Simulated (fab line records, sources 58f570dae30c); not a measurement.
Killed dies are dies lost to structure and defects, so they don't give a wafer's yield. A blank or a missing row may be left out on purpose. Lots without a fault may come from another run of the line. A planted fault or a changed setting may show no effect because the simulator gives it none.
fab line records | flow berkeley_cmos170
record lots=6 wafers=18 last_day=10
route steps=331 shown V2@294
lots that met no fault: from a run of the same line without faults
start_h: hours from the record's first day to the start of the lot's first wafer shown | wait_h: hours since the lot's step before | " the same as in the row above | L1.1+2: a row that stands for several wafers | - no value, or no start given | * or withheld: withheld | < > ~ a bound
route shown NAME@n: a module of which the file shows steps, and the number in the route of the first | usual: mean/standard deviation of fault-free wafers | same: alike in all rows | chamber/n: place in a boat | sites: the reading at each site | _std_site: their standard deviation | _edge_site: outer sites' mean less inner sites' | radius_mm: how far each site lies from the wafer's centre | mask NAME#n: copy n | behind: the tool/chamber that last shaped the wafer | hold: why the lot was held/for how many hours/how that ended | device: the transistor (n, p or np) that didn't switch | end of line: the same wafers' tests at the end of the route | a step without rows: its recipe alone | killed: dies lost to structure and defects at the first sort, not the wafer's yield | map: a wafer's dies, x killed, . not, _ none there
set.NAME: the setting as run; set.NAME@STEP: as run at that earlier step | model.NAME: the simulator's own value behind a step, which no gauge read
lots at some steps of the route; a table a step, a row a wafer
services: from which hour (start_h, from the record's first day; less than 0 if before it) a tool's chamber was out of use, for how many hours, and why
## steps
# step UCB170_V2_CMP_02
# recipe material=SiO2 down_force_psi=6 platen_rpm=60 pad_velocity_m_s=0.75398
# usual head_pressure_psi=5.999/0.013 motor_current_A=16.6/1.6 slurry_filter_dp_kPa=13.48/0.15
# columns lot.wafer tool chamber start_h wait_h head_pressure_psi motor_current_A slurry_filter_dp_kPa
L758.4 cmp-01 3 157.54 0.1 6.004 13.7 13.37
L758.3 " 1 " " 5.973 15.7 13.60
L758.6 " 3 " " 6.006 14.0 13.37
L756.4 cmp-02 2 157.78 0.1 6.007 15.1 13.58
L756.2 " 3 " " 5.994 18.4 13.74
L756.5 " 2 " " 6.000 15.9 13.50
L764.1 cmp-01 2 198.75 0.1 5.985 17.4 13.66
L764.2 " 3 " " 5.988 15.4 13.27
L764.5 " 1 " " 5.994 15.6 13.66
L767.1 cmp-02 3 202.67 0.1 5.999 18.2 13.04
L767.3 " 2 " " 6.001 15.4 13.46
L767.5 " 0 " " 6.000 18.7 13.71
L770.3 cmp-01 3 234.15 0.1 6.015 15.9 13.39
L770.2 " 1 " " 6.010 15.7 13.47
L770.6 " 3 " " 6.012 15.4 13.23
L772.1 cmp-01 2 243.68 0.1 6.013 18.9 13.39
L772.2 " 3 " " 6.005 15.5 13.24
L772.4 " 0 " " 6.017 15.0 13.49
# step UCB170_V2_BOW_MEAS_03
# recipe mode=bow
# usual V2_BOW=37/7.7
# columns lot.wafer tool chamber start_h wait_h V2_BOW[um]
L758.3 film_metro-03 - 157.83 0.1 32
L758.4 " - " " 47
L758.6 " - " " 40
L756.2 film_metro-01 - 158.05 0.2 42
L756.4 " - " " 46
L756.5 " - " " 38
L764.1 film_metro-03 - 198.95 0.1 41
L764.2 " - " " 32
L764.5 " - " " 28
L767.1 film_metro-01 - 202.97 0.2 52
L767.3 " - " " 40
L767.5 " - " " 36
L770.2 film_metro-02 - 234.42 0.1 28
L770.3 " - " " 34
L770.6 " - " " 25
L772.1 film_metro-01 - 243.93 0.2 31
L772.2 " - " " 24
L772.4 " - " " 28
# step UCB170_V2_THK_MEAS_04
# recipe reads=SiO2_of_V2_CVD_00
# usual V2_POLISHED_THK=999.8/0.96
# columns lot.wafer tool chamber start_h wait_h V2_POLISHED_THK[nm]
L758.3 film_metro-03 - 157.93 0.1 1001.1
L758.4 " - " " 1000.7
L758.6 " - " " 998.3
L756.2 film_metro-01 - 158.16 0.1 999.5
L756.4 " - " " 998.8
L756.5 " - " " 999.0
L764.1 film_metro-03 - 199.07 0.1 998.0
L764.2 " - " " 999.2
L764.5 " - " " 1001.1
L767.1 film_metro-01 - 203.09 0.1 1000.3
L767.3 " - " " 1000.0
L767.5 " - " " 999.6
L770.2 film_metro-02 - 234.53 0.1 998.4
L770.3 " - " " 999.4
L770.6 " - " " 998.5
L772.1 film_metro-01 - 244.05 0.1 998.0
L772.2 " - " " 997.6
L772.4 " - " " 998.7
# step UCB170_V2_CLEAN_05
# recipe chemistry=DIW
# step UCB170_V2_HMDS_06
# recipe prime_time_s=60 prime_temp_c=100
# step UCB170_V2_COAT_07
# recipe resist=KrF spin_rpm=1500 resist_thk_nm=900
# step UCB170_V2_SOFTBAKE_08
# recipe resist=KrF temp_c=130 time_s=60
# step UCB170_V2_EXPOSE_09
# recipe mask_id=VIA2 target_cd_nm=700 na=0.5 sigma_outer=0.6 source_shape=conventional dose_mj=37
# step UCB170_V2_PEB_10
# recipe peb_temp_c=130 peb_time_s=withheld resist=KrF
# step UCB170_V2_DEVELOP_11
# recipe developer=TMAH develop_time_s=45 resist=KrF dev_temp_c=21
# step UCB170_V2_CD_MEAS_12
# recipe target_cd_nm=700
# usual cd_nm=700.0/1.4
# columns lot.wafer tool chamber start_h wait_h cd_nm
L758.3 cd_sem-01 - 159.29 - 698.7
L758.4 " - " " 699.5
L758.6 " - " " 700.1
L756.2 cd_sem-02 - 159.38 - 700.6
L756.4 " - " " 701.4
L756.5 " - " " 701.2
L764.1 cd_sem-02 - 200.44 - 699.3
L764.2 " - " " 698.3
L764.5 " - " " 700.1
L767.1 cd_sem-02 - 204.47 - 699.4
L767.3 " - " " 700.3
L767.5 " - " " 700.4
L770.2 cd_sem-02 - 235.82 - 702.2
L770.3 " - " " 700.9
L770.6 " - " " 701.3
L772.1 cd_sem-02 - 245.43 - 697.8
L772.2 " - " " 698.1
L772.4 " - " " 698.9
# step UCB170_V2_OVL_MEAS_13
# usual V2_OVL=0/5.6
# columns lot.wafer tool chamber start_h wait_h V2_OVL[nm]
L758.3 overlay-02 - 159.38 0.1 0
L758.4 " - " " 5
L758.6 " - " " 1
L756.2 overlay-01 - 159.48 0.1 6
L756.4 " - " " 5
L756.5 " - " " 0
L764.1 overlay-01 - 200.56 0.1 0
L764.2 " - " " -3
L764.5 " - " " -1
L767.1 overlay-01 - 204.59 0.1 -2
L767.3 " - " " 0
L767.5 " - " " 0
L770.2 overlay-01 - 235.93 0.1 -9
L770.3 " - " " -5
L770.6 " - " " -6
L772.1 overlay-02 - 245.55 0.1 -5
L772.2 " - " " -3
L772.4 " - " " -10
# step UCB170_V2_ETCH_14
# recipe chemistry=CHF3/CF4/Ar target=SiO2 stop_on=Al CHF3_flow_sccm=45 cf4_flow_sccm=15 Ar_flow_sccm=150 pressure_mtorr=200 rf_w=700 target_depth_a=12500 over_etch_frac=0.25 time_s=291
# usual drypump_motor_current_A=5.4/0.34 oes_product_au=0.873/0.012 rf_fwd_power_W=698.3/2.2 throttle_valve_pct=6.95/0.099
# columns lot.wafer tool chamber start_h wait_h drypump_motor_current_A oes_product_au rf_fwd_power_W rf_hours_counter_h throttle_valve_pct model.KrF_of_V2_COAT_07.thk_nm model.etch.depth_nm model.V2.feature_depth_nm
L758.3 rie_diel-04 2 159.41 0.0 5.3 0.849 699.5 89 7.09 614.3 1001 1001
L758.4 " 0 " " 5.7 0.878 699.7 132 7.11 618 1000 1000
L758.6 " 3 " " 5.2 0.850 698.7 - 7.03 612.5 999.3 999.3
L756.2 rie_diel-03 3 159.51 0.0 5.0 0.879 699.7 53 6.90 617 999.8 1000
L756.4 " 1 " " 5.7 0.885 697.5 0 7.10 629 999.3 999.3
L756.5 " 1 " " 5.7 0.885 695.4 - 7.10 620.4 998.8 998.8
L764.1 rie_diel-04 3 200.60 0.0 5.2 0.837 415.1 3 7.05 665.9 972.9 972.9
L764.2 " 1 " " 5.0 0.848 416.3 96 7.01 672.5 959.7 959.7
L764.5 " 2 " " 5.3 0.836 419.0 - 7.08 673.1 959.9 959.9
L767.1 rie_diel-04 1 204.63 0.0 5.0 0.851 419.4 96 7.00 672.8 969.5 969.5
L767.3 " 3 " " 5.2 0.833 416.5 4 7.05 673.7 964.2 964.2
L767.5 " 1 " " 5.0 0.855 416.3 - 6.99 673.5 966 966
L770.2 rie_diel-02 0 235.96 0.0 5.6 0.882 699.8 55 6.85 607.1 999.5 999.5
L770.3 " 3 " " 6.0 0.866 694.4 21 6.92 606.2 1000 1000
L770.6 " 0 " " 5.6 0.877 699.7 - 6.83 611.7 999.2 999.2
L772.1 rie_diel-03 1 245.59 0.0 5.7 0.882 698.0 4 7.10 616.2 997.8 997.8
L772.2 " 0 " " 5.4 0.871 694.9 17 6.92 613.2 998.2 998.2
L772.4 " 3 " " 5.0 0.868 701.8 - 6.89 613 998.3 998.5
# step UCB170_V2_STRIP_15
# recipe chemistry=O2 power_w=400 pressure_mtorr=3500 platen_temp_c=withheld o2_flow_sccm=400 overash_fraction=0.5
# usual drypump_motor_current_A=5.8/0.49 oes_product_au=0.722/0.0042 strip_time_to_endpoint_s=15.32/0.11
# columns lot.wafer tool chamber start_h wait_h drypump_motor_current_A oes_product_au rf_hours_counter_h strip_time_to_endpoint_s
L758.3 plasma_asher-04 0 159.62 0.1 5.4 0.725 - 15.41
L758.4 " 1 " " 5.5 0.720 - 15.49
L758.6 " 1 " " 5.5 0.717 - 15.38
L756.2 plasma_asher-02 1 159.69 0.1 6.8 0.722 42 15.47
L756.4 " 1 " " 6.8 0.718 - 15.76
L756.5 " 0 " " 5.6 0.724 - 15.57
L764.1 plasma_asher-02 1 200.78 0.1 6.8 0.721 46 16.57
L764.2 " 0 " " 5.6 0.723 46 16.73
L764.5 " 0 " " 5.6 0.729 - 16.71
L767.1 plasma_asher-04 0 204.80 0.1 5.4 0.713 55 16.74
L767.3 " 1 " " 5.5 0.728 - 16.77
L767.5 " 0 " " 5.4 0.730 - 16.75
L770.2 plasma_asher-02 0 236.14 0.1 5.6 0.719 49 15.23
L770.3 " 0 " " 5.6 0.722 - 15.22
L770.6 " 0 " " 5.6 0.729 - 15.34
L772.1 plasma_asher-03 1 245.77 0.1 5.9 0.720 11 15.46
L772.2 " 0 " " 5.6 0.721 11 15.38
L772.4 " 0 " " 5.7 0.725 - 15.39
# step UCB170_V2_CD_MEAS_90
# recipe target_cd_nm=700
# usual cd_nm=699.9/1.5
# columns lot.wafer tool chamber start_h wait_h cd_nm
L758.3 cd_sem-01 - 159.73 0.1 698.1
L758.4 " - " " 699.1
L758.6 " - " " 700.0
L756.2 cd_sem-02 - 159.81 0.1 700.6
L756.4 " - " " 700.8
L756.5 " - " " 700.3
L764.1 cd_sem-01 - 200.88 0.1 694.0
L764.2 " - " " 692.5
L764.5 " - " " 694.7
L767.1 cd_sem-02 - 204.90 0.1 693.7
L767.3 " - " " 695.0
L767.5 " - " " 694.7
L770.2 cd_sem-01 - 236.26 0.1 702.2
L770.3 " - " " 700.5
L770.6 " - " " 701.4
L772.1 cd_sem-01 - 245.87 0.1 697.5
L772.2 " - " " 698.0
L772.4 " - " " 698.9
## services
# columns tool chamber start_h hours kind
rie_diel-03 1 137.75 - clean
rie_diel-03 1 137.75 19.5 scheduled_down
rie_diel-03 1 137.75 19.5 vent_cycle
rie_diel-03 3 177.61 6.7 repair
cmp-01 - 190.14 4.1 repair
cmp-01 - 190.72 0.6 repair
rie_diel-03 3 220.52 1.3 repair
cmp-02 - 232.00 4.0 pm
rie_diel-03 2 232.41 - clean
rie_diel-03 2 232.41 15.0 scheduled_down
rie_diel-03 2 232.41 15.0 vent_cycle
rie_diel-02 2 234.08 3.7 repair
cmp-02 - 236.00 - consumable_replace:conditioner
cmp-02 - 236.00 - consumable_replace:pad
## key
first_sign step=UCB170_V2_ETCH_14 reading=rf_fwd_power_W direction=down sigmas=99+ usual=698.3 struck=417.1
effect step=UCB170_V2_ETCH_14 reading=oes_product_au direction=down sigmas=2.4 usual=0.873 struck=0.843
effect step=UCB170_V2_STRIP_15 reading=strip_time_to_endpoint_s direction=up sigmas=13 usual=* struck=*
effect step=UCB170_V2_CD_MEAS_90 reading=cd_nm direction=down sigmas=3.8 usual=699.9 struck=694.1
model_effect step=UCB170_V2_ETCH_14 value=KrF_of_V2_COAT_07.thk_nm without=610 struck=671.9
met_at UCB170_V2_ETCH_14
struck_wafers L764.1,L764.2,L764.5,L767.1,L767.3,L767.5
later_rows_left_out L764.1,L764.2,L764.5,L767.1,L767.3,L767.5
sort_left_out L764.1,L764.2,L764.5,L767.1,L767.3,L767.5
tester_left_out L764
onset_between 159.41 200.60
earlier_fault kind=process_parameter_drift tool=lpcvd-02 chamber=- onset_h=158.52 steps=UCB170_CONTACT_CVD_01 channel=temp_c offset=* shape=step end_h=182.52 acts_in=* stated=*
fault kind=process_parameter_drift tool=rie_diel-04 chamber=- onset_h=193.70 steps=UCB170_V2_ETCH_14 channel=rf_w offset=-280 shape=step end_h=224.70 acts_in=these_recipes_only stated=700
# tester_left_out: of these lots the tester's yield and bins aren't shown, on N5 and GAA mostly nor the transistor test; their killed dies are dies lost to structure and defects alone, not to doping, threshold or leakage, so they don't give the yield
# sort_left_out: the simulated sort isn't trusted on such a fault, so these wafers' sort isn't shown, and their yield isn't known
# later_rows_left_out: the simulator's readings of these wafers behind a module that went badly wrong aren't trusted and aren't shown, but for the sort
